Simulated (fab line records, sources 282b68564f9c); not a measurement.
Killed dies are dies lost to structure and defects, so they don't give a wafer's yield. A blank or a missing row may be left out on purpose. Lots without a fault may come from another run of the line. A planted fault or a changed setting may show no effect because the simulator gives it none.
Split-lot experiment | flow rit_cmos | 5 lots, 23 wafers read, on a route of 202 steps

THE SPLIT
At RIT_PSD_IMPLANT_08, the setting energy_kev was moved away from the recipe's 27 on 8 of the 23 wafers read, by -2.1% to +5.4%. The other wafers ran this setting at the recipe's value.

FROM THE SPLIT TO THE READING: what the file shows between them, 4 steps
- RIT_SDANNEAL_CLEAN_00: cleans in SC1, time 600 s (also split here: time_s)
- RIT_SDANNEAL_CLEAN_01: cleans in dHF, time 30 s
- RIT_SDANNEAL_CLEAN_02: cleans in SC2, time 600 s
- RIT_SDANNEAL_RTA_03: time 5 s

THE READING
PSD_RS, in ohm/sq, at RIT_SDANNEAL_RS_MEAS_04 (measures by four-point-probe). Fault-free wafers of this fab line usually give 115.84 ohm/sq, standard deviation 0.28 ohm/sq.

wafer  | tool, chamber at the split | energy_kev as run | against the recipe | PSD_RS, ohm/sq | against lot-mates on the recipe
L074.2 | implanter-04, 0            | 27                | recipe             | 116.15         | -
L074.3 | implanter-04, 0            | 27                | recipe             | 115.59         | -
L074.4 | implanter-04, 0            | 26.44             | -2.1%              | 117.12         | +1.25
L074.5 | implanter-04, 0            | 26.44             | -2.1%              | 116.87         | +1.00
L074.6 | implanter-04, 0            | 26.44             | -2.1%              | 117.06         | +1.19
L078.2 | implanter-03, 0            | 27                | recipe             | 115.86         | -
L078.3 | implanter-03, 0            | 28.18             | +4.4%              | 113.60         | -2.03
L078.4 | implanter-03, 0            | 28.18             | +4.4%              | 113.26         | -2.37
L078.5 | implanter-03, 0            | 28.18             | +4.4%              | 113.18         | -2.45
L078.6 | implanter-03, 0            | 27                | recipe             | 115.41         | -
L081.1 | implanter-03, 0            | 28.45             | +5.4%              | 112.63         | -3.06
L081.2 | implanter-03, 0            | 27                | recipe             | 115.67         | -
L081.3 | implanter-03, 0            | 27                | recipe             | 115.38         | -
L081.4 | implanter-03, 0            | 27                | recipe             | 116.02         | -
L081.5 | implanter-03, 0            | 28.45             | +5.4%              | 112.40         | -3.29
L083.1 | implanter-02, 0            | 27                | recipe             | 115.83         | -
L083.3 | implanter-02, 0            | 27                | recipe             | 115.68         | -
L083.4 | implanter-02, 0            | 27                | recipe             | 115.99         | -
L085.1 | implanter-03, 0            | 27                | recipe             | 115.72         | -
L085.2 | implanter-03, 0            | 27                | recipe             | 115.68         | -
L085.4 | implanter-03, 0            | 27                | recipe             | 115.35         | -
L085.5 | implanter-03, 0            | 27                | recipe             | 115.65         | -
L085.6 | implanter-03, 0            | 27                | recipe             | 115.59         | -

THE FIT
A straight line over all 23 wafers: PSD_RS changes by -0.577 ohm/sq for each +1% of energy_kev; r = -0.99; the points scatter about the line by 0.22 ohm/sq.
The same after taking each lot's own level away (the mean of its wafers on the recipe; 23 wafers): -0.557 ohm/sq for each +1%; r = -0.99; scatter 0.21 ohm/sq.
On that fit, the largest move of energy_kev shifts the reading by 3 ohm/sq.
The lots' own levels span 115.598 to 115.870 ohm/sq, that is 1.0 times the standard deviation above.
So the lot-to-lot level changes the slope little: the two slopes agree.
Check: with one of the wafers moved furthest among these (+5.4%) left out of the fit, the line predicts -2.97 ohm/sq for it against its lot-mates. It came out at -3.06 ohm/sq against them.

OTHER SPLITS ON THESE WAFERS
These wafers also went through other splits before the reading. Each is held against what the fit with the lots' levels taken away leaves over:
other split on the same wafers | wafers away from the commonest value | r with PSD_RS (lot level and that fit taken away)
RIT_NSD_COAT_01 resist_thk_nm  | 9                                    | +0.26
RIT_NSD_IMPLANT_08 dose_cm2    | 7                                    | -0.12
RIT_SDANNEAL_CLEAN_00 time_s   | 15                                   | +0.12

THE WHOLE CHAIN: every reading that the file lists as answering this split, in the file's order
step                    | what it does                 | reading                                                         | change (the file's fit)                | r (the file's)
RIT_PSD_IMPLANT_08      |                              | implant.rp_nm (the simulator's own value, which no gauge read)  | +0.177 nm for each +1% of the setting  | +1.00
RIT_PSD_IMPLANT_08      |                              | implant.drp_nm (the simulator's own value, which no gauge read) | +0.0842 nm for each +1% of the setting | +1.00
RIT_SDANNEAL_RS_MEAS_04 | measures by four-point-probe | PSD_RS                                                          | -0.563 for each +1% of the setting     | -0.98

THE FILE'S OWN FIT
PSD_RS changes by -0.563 ohm/sq for each +1% of energy_kev, r = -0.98.
